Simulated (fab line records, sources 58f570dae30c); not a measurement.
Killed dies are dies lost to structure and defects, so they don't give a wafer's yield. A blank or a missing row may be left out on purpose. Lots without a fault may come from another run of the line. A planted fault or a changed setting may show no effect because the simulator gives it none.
Tool commonality check | flow berkeley_cmos170 | 14 lots, 42 wafers sampled

WHY IT WAS OPENED
At UCB170_PLDD_TW_MEAS_11 the reading PLDD_TW is flagged on 2 of 14 lots. Wafers without a fault read 1009, standard deviation 6.6.
Rule: a lot is flagged when every wafer of it that has a number lies more than 4 standard deviations from that mean, or none has a number. The other lots count as sound.

lot  | measured     | on            | PLDD_TW, wafer by wafer | flag
L964 | day 6 14:34  | film_metro-01 | 997 1000 1001           |
L965 | day 6 14:37  | film_metro-01 | 1003 1007 998           |
L968 | day 7 07:08  | film_metro-04 | 1014 1015 1013          |
L967 | day 7 07:25  | film_metro-04 | 1021 1017 1014          |
L969 | day 7 11:28  | film_metro-03 | 1005 1003 1006          |
L971 | day 7 11:57  | film_metro-01 | 1009 1011 1008          |
L973 | day 8 09:15  | film_metro-01 | 1002 1002 1008          |
L974 | day 8 09:32  | film_metro-03 | 1018 1022 1019          |
L972 | day 8 09:47  | film_metro-01 | 1000 1007 1003          |
L976 | day 8 16:56  | film_metro-03 | 1025 1021 1019          |
L977 | day 9 02:20  | film_metro-01 | 999 1005 1001           |
L982 | day 9 21:55  | film_metro-04 | 1087 1084 1087          | FLAGGED
L987 | day 10 12:58 | film_metro-03 | 1011 1017 1014          |
L985 | day 10 13:19 | film_metro-01 | 1077 1075 1079          | FLAGGED
The numbers of the flagged lots are 1082 on average: +72 against the usual, or +11 standard deviations.

WHICH TOOL RAN EACH LOT
The record holds 2 process steps before the reading, out of a route of 331 steps. In each cell: the tool, then ch and the chambers that the sampled wafers went through, then the start.
lot  | flag    | UCB170_NVT_STRIP_08                 | UCB170_PLDD_IMPLANT_08
L964 |         | plasma_asher-02 ch 0,1, day 5 21:20 | implanter-02 ch 0, day 6 14:10
L965 |         | plasma_asher-02 ch 0,1, day 5 21:32 | implanter-04 ch 0, day 6 14:13
L968 |         | plasma_asher-04 ch 1, day 6 16:42   | implanter-04 ch 0, day 7 06:45
L967 |         | plasma_asher-02 ch 0,1, day 6 16:35 | implanter-01 ch 0, day 7 07:02
L969 |         | plasma_asher-02 ch 0,1, day 6 22:43 | implanter-02 ch 0, day 7 11:01
L971 |         | plasma_asher-03 ch 0,1, day 6 22:03 | implanter-04 ch 0, day 7 11:35
L973 |         | plasma_asher-04 ch 0,1, day 7 15:43 | implanter-01 ch 0, day 8 08:52
L974 |         | plasma_asher-02 ch 0,1, day 7 15:43 | implanter-02 ch 0, day 8 09:08
L972 |         | plasma_asher-03 ch 0,1, day 7 15:26 | implanter-04 ch 0, day 8 09:23
L976 |         | plasma_asher-04 ch 0,1, day 7 22:39 | implanter-02 ch 0, day 8 16:32
L977 |         | plasma_asher-03 ch 0,1, day 8 11:05 | implanter-02 ch 0, day 9 01:56
L982 | FLAGGED | plasma_asher-04 ch 0,1, day 9 03:18 | implanter-04 ch 0, day 9 21:32
L987 |         | plasma_asher-03 ch 0,1, day 9 23:08 | implanter-01 ch 0, day 10 12:34
L985 | FLAGGED | plasma_asher-04 ch 0,1, day 9 23:25 | implanter-04 ch 0, day 10 12:55
What these steps do:
- UCB170_NVT_STRIP_08: strips in O2.
- UCB170_PLDD_IMPLANT_08
- UCB170_PLDD_TW_MEAS_11

FLAGGED OVER TOTAL, TOOL BY TOOL (the gauges that took the reading come last)
step                   | tool            | lots run | flagged | share of the flagged lots | sound lots run after its first flagged lot
UCB170_NVT_STRIP_08    | plasma_asher-02 | 5        | 0       | none                      | -
UCB170_NVT_STRIP_08    | plasma_asher-03 | 4        | 0       | none                      | -
UCB170_NVT_STRIP_08    | plasma_asher-04 | 5        | 2       | all                       | 0
UCB170_PLDD_IMPLANT_08 | implanter-01    | 3        | 0       | none                      | -
UCB170_PLDD_IMPLANT_08 | implanter-02    | 5        | 0       | none                      | -
UCB170_PLDD_IMPLANT_08 | implanter-04    | 6        | 2       | all                       | 0
UCB170_PLDD_TW_MEAS_11 | film_metro-01   | 7        | 1       | some                      | 0
UCB170_PLDD_TW_MEAS_11 | film_metro-03   | 4        | 0       | none                      | -
UCB170_PLDD_TW_MEAS_11 | film_metro-04   | 3        | 1       | some                      | 0

WHAT THE TABLE ALLOWS
2 rows of the table ran every flagged lot: plasma_asher-04 at UCB170_NVT_STRIP_08, implanter-04 at UCB170_PLDD_IMPLANT_08.
- plasma_asher-04 at UCB170_NVT_STRIP_08: 2 of its 5 lots flagged. Its last sound lot is L976 (day 7 22:39), its first flagged lot L982 (day 9 03:18): a fault that began between those two fits.
- implanter-04 at UCB170_PLDD_IMPLANT_08: 2 of its 6 lots flagged. Its last sound lot is L972 (day 8 09:23), its first flagged lot L982 (day 9 21:32): a fault that began between those two fits. Its own readings lie more than 4 standard deviations out on every wafer of the flagged lots: beam_on_s, dose_ions_cm2, faraday_current_uA.
Counting lots can't tell these 2 tools apart, because each fits a fault that began at some hour. More lots, or a look at what each step does to the wafer, might.

WHAT THE SIMULATOR HAD PUT IN
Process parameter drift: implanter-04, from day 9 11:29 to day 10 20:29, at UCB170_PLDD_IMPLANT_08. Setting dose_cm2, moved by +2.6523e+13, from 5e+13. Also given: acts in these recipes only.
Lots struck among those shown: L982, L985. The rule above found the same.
